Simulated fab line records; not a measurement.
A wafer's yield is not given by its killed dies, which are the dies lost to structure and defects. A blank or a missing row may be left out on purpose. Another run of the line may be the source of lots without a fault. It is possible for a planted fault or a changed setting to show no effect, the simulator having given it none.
Matching of chambers + flow berkeleyCmos170 + 4 sister chambers for UCB170_V1_CMP_02 on cmp-02
The step polishes SiO2. 4 wafers are shown with their chamber, then 8 later ones without.

WAFERS, EACH WITH ITS CHAMBER
| wafer  | chamber | motorCurrentA (A) |
|--------|---------|-------------------|
| L794.5 | 3       | 14.8              |
| L798.1 | 1       | 17.1              |
| L798.2 | 0       | 15.6              |
| L800.4 | 2       | 15.7              |

WAFERS WHOSE CHAMBER IS MISSING
| wafer  | motorCurrentA (A) |
|--------|-------------------|
| L800.5 | 15.6              |
| L800.6 | 15.6              |
| L802.3 | 17.0              |
| L802.4 | 14.4              |
| L802.5 | 16.7              |
| L799.2 | 15.4              |
| L799.3 | 15.6              |
| L799.5 | 14.8              |

EACH ONE'S CHAMBER
| wafer  | from the rows above          | in truth                   |
|--------|------------------------------|----------------------------|
| L800.5 | can't be placed: 0 or 2      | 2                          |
| L800.6 | can't be placed: 0 or 2      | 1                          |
| L802.3 | 1                            | 1                          |
| L802.4 | 3                            | 3                          |
| L802.5 | 1                            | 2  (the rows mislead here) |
| L799.2 | can't be placed: 0 or 2 or 3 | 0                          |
| L799.3 | can't be placed: 0 or 2      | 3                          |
| L799.5 | 3                            | 3                          |
Placed correctly: 3 of 8. Unplaceable from these rows: 4, with the true chamber sitting among the candidates in 2. Placed wrongly: 1.
How it was worked out, from the rows above alone: a wafer's distance from a chamber is the root of the sum, over the readings, of the square of ((its reading less the chamber's mean) divided by the reading's scatter). If the next closest chamber is less than 2 further off than the closest, the wafer can't be placed; otherwise it belongs to the closest. For every chamber, the mean is computed from those of its wafers that are shown. The scatter: root of mean squared gap, hidden wafer to nearest shown wafer, with one shown wafer a chamber.
